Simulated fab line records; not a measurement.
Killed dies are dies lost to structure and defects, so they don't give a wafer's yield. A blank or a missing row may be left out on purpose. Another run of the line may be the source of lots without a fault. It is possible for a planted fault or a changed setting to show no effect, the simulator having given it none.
A struck lot beside a sound one -- flow berkeley-cmos170 -- 19 out of 331 route steps
Sound: wafers L115.2, L115.3, L115.5. Struck: wafers L121.2, L121.3, L121.4. At the end, the cause is stated.
At each step with rows: each side's tool, then ch and its chambers, then its first start. Under that, the readings that differ: sound wafers -- struck wafers -- difference of the means -- sigmas: that difference in standard deviations of wafers without a fault.
alike: words and numbers the same on both sides, and readings whose means are apart by under 2 such deviations; not compared: readings that were withheld, readings missing a value for some wafer, numbers with overlapping values and no deviation given by the record, and bounds like >300 which may hide the same value.
The two part at a step that has a row with sigmas, a row that says differs or no value, or rows on one side only. When numbers do not overlap yet have no deviation, they are printed without sigmas and do not part them. A reading that every wafer of one side lacks parts them only if that side has two wafers or more.

first, 2 steps without rows for these wafers: UCB170_NLDD_IMPLANT_08; UCB170_NLDD_IMPLANT_09.
UCB170_NLDD_STRIP_10: strips in O2.
  sound on plasma-asher-03 ch 0,1, day 7 06:43; struck on plasma-asher-04 ch 0,1, day 8 17:52
reading,sound,struck,difference,sigmas
strip-time-to-endpoint-s (s),21.62 21.66 21.64,21.52 21.49 21.48,-0.14,-2
  alike: drypump-motor-current-A, oes-product-au
  not compared: rf-hours-counter-h
UCB170_NLDD_TW_MEAS_11:
  sound on film-metro-02 at day 7 06:50; struck on film-metro-02 at day 8 17:58
  alike: NLDD_TW
then, 1 step without rows for these wafers: UCB170_NLDD_CLEAN_12 (cleans in SPM, time 600 s).
UCB170_SPACER_CVD_00: deposits SiO2 from TEOS/O2, target thk 376 nm, time 47 s.
  sound on pecvd-04 ch 0,1,2, day 7 07:03; struck on pecvd-02 ch 0,1, day 8 18:12
  alike: heater-power-w
UCB170_SPACER_THK_MEAS_01:
  sound on film-metro-03 at day 7 07:06; struck on film-metro-04 at day 8 18:15
  alike: SPACER_TEOS_THK
then, 1 step without rows for these wafers: UCB170_SPACER_ANNEAL_02 (time 1800 s).
UCB170_SPACER_ETCHBACK_03: etches SiO2 in CHF3/CF4/Ar, stops on Si, target depth 376 nm, time 100 s.
  sound on rie-diel-01 ch 0,3, day 7 16:26; struck on rie-diel-03 ch 0,1,3, day 9 02:24
  alike: drypump-motor-current-A, oes-product-au, throttle-valve-pct
  not compared: rf-hours-counter-h
then, 3 steps without rows for these wafers: UCB170_PSD_HMDS_00 (prime time 60 s); UCB170_PSD_COAT_01 (resist thk 900 nm); UCB170_PSD_SOFTBAKE_02 (time 60 s).
UCB170_PSD_EXPOSE_03: exposes mask PSELECT MOD, target cd 1200 nm.
  sound on krf-scanner-02 ch 0, day 7 17:13; struck on krf-scanner-02 ch 0, day 9 03:38
reading,sound,struck,difference,sigmas
model.PSD.overlay-x-nm (nm),6.751 6.751 6.751,108.4 108.4 108.4,+101.6,
  alike: mask
then, 2 steps without rows for these wafers: UCB170_PSD_PEB_04; UCB170_PSD_DEVELOP_05 (develop time 45 s).
UCB170_PSD_CD_MEAS_06 targets a cd of 1200 nm.
  sound on cd-sem-02 at day 7 17:37; struck on cd-sem-01 at day 9 04:11
  alike: cd-nm
UCB170_PSD_OVL_MEAS_07:
  sound on overlay-01 at day 7 17:43; struck on overlay-01 at day 9 04:18
reading,sound,struck,difference,sigmas
PSD_OVL (nm),10 5 3,110 105 110,+102,+21
then, 2 steps without rows for these wafers: UCB170_PSD_IMPLANT_08; UCB170_M3_PROBE_99.

== WHERE THEY PART ==
First at UCB170_NLDD_STRIP_10; last, within this record, at UCB170_PSD_OVL_MEAS_07.

WHY: the cause the simulator had injected
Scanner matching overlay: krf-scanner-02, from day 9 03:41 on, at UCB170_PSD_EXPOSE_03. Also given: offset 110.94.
